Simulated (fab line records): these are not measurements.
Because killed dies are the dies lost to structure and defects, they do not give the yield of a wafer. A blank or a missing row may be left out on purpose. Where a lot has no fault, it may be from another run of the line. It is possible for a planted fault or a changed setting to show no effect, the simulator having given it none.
Split-lot experiment | flow rit-cmos | 5 lots, 23 wafers read, on a route of 202 steps

== THE SPLIT ==
At RIT_ACTIVE_CVD_03 (deposits Si3N4 from SiH2Cl2/NH3, target thk 150 nm, time 1500 s), the setting temp-c was moved away from the recipe's 810 C on 10 of the 23 wafers read, by -1.1% to +1.7%. For the rest of the wafers, this setting stayed at what the recipe calls for.

== THE PATH FROM SPLIT TO READING: the file shows 1 step between them ==
- RIT_ACTIVE_THK_MEAS_04

== THE READING ==
oes-product-au, in a.u., at RIT_ACTIVE_ETCH_13 (etches Si3N4 in SF6, stops on SiO2, time 210 s, target depth 210 nm). Fault-free wafers of this fab line usually give 0.823 a.u., standard deviation 0.015 a.u.

wafer  | tool, chamber at the split | temp-c as run, C | against the recipe | oes-product-au, a.u. | against lot-mates on the recipe
L074.1 | -, -                       | 801.2            | -1.1%              | 0.766                | no lot-mate on the recipe
L074.3 | -, -                       | 801.2            | -1.1%              | 0.759                | no lot-mate on the recipe
L074.4 | -, -                       | 801.2            | -1.1%              | 0.766                | no lot-mate on the recipe
L074.5 | -, -                       | 801.2            | -1.1%              | 0.762                | no lot-mate on the recipe
L074.6 | -, -                       | 801.2            | -1.1%              | 0.768                | no lot-mate on the recipe
L078.1 | -, -                       | 810              | recipe             | 0.841                | -
L078.2 | -, -                       | 810              | recipe             | 0.840                | -
L078.3 | -, -                       | 810              | recipe             | 0.807                | -
L078.5 | -, -                       | 810              | recipe             | 0.808                | -
L078.6 | -, -                       | 810              | recipe             | 0.847                | -
L080.1 | -, -                       | 810              | recipe             | 0.852                | -
L080.3 | -, -                       | 810              | recipe             | 0.815                | -
L080.4 | -, -                       | 810              | recipe             | 0.840                | -
L080.5 | -, -                       | 810              | recipe             | 0.845                | -
L080.6 | -, -                       | 810              | recipe             | 0.803                | -
L082.1 | -, -                       | 823.4            | +1.7%              | 0.921                | no lot-mate on the recipe
L082.2 | -, -                       | 823.4            | +1.7%              | 0.943                | no lot-mate on the recipe
L082.4 | -, -                       | 823.4            | +1.7%              | 0.951                | no lot-mate on the recipe
L082.5 | -, -                       | 823.4            | +1.7%              | 0.944                | no lot-mate on the recipe
L082.6 | -, -                       | 823.4            | +1.7%              | 0.921                | no lot-mate on the recipe
L084.3 | lpcvd-02, 1                | 810              | recipe             | 0.827                | -
L084.5 | lpcvd-02, 1                | 810              | recipe             | 0.820                | -
L084.6 | lpcvd-02, 1                | 810              | recipe             | 0.818                | -

THE FIT
A straight line over all 23 wafers: oes-product-au changes by +0.063 a.u. for each +1% of temp-c; r = +0.97; the points scatter about the line by 0.015 a.u.
Too few moved wafers with a lot-mate on the recipe to fit a line net of each lot's own level.

== THE WHOLE CHAIN: every reading that the file lists as answering this split, in the file's order ==
step                   | what it does                                                        | reading                                                                        | change (the file's fit)                  | r (the file's)
RIT_ACTIVE_CVD_03      | deposits Si3N4 from SiH2Cl2/NH3, target thk 150 nm, time 1500 s     | Si3N4_of_ACTIVE_CVD_03.thk-nm (the simulator's own value, which no gauge read) | +21.8 nm for each +1% of the setting     | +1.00
RIT_ACTIVE_THK_MEAS_04 |                                                                     | ACTIVE_NITRIDE_THK                                                             | +21.8 for each +1% of the setting        | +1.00
RIT_ACTIVE_ETCH_13     | etches Si3N4 in SF6, stops on SiO2, time 210 s, target depth 210 nm | oes-product-au                                                                 | +0.0631 a.u. for each +1% of the setting | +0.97

== FILE'S OWN FIT ==
oes-product-au changes by +0.0631 a.u. for each +1% of temp-c, r = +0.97.
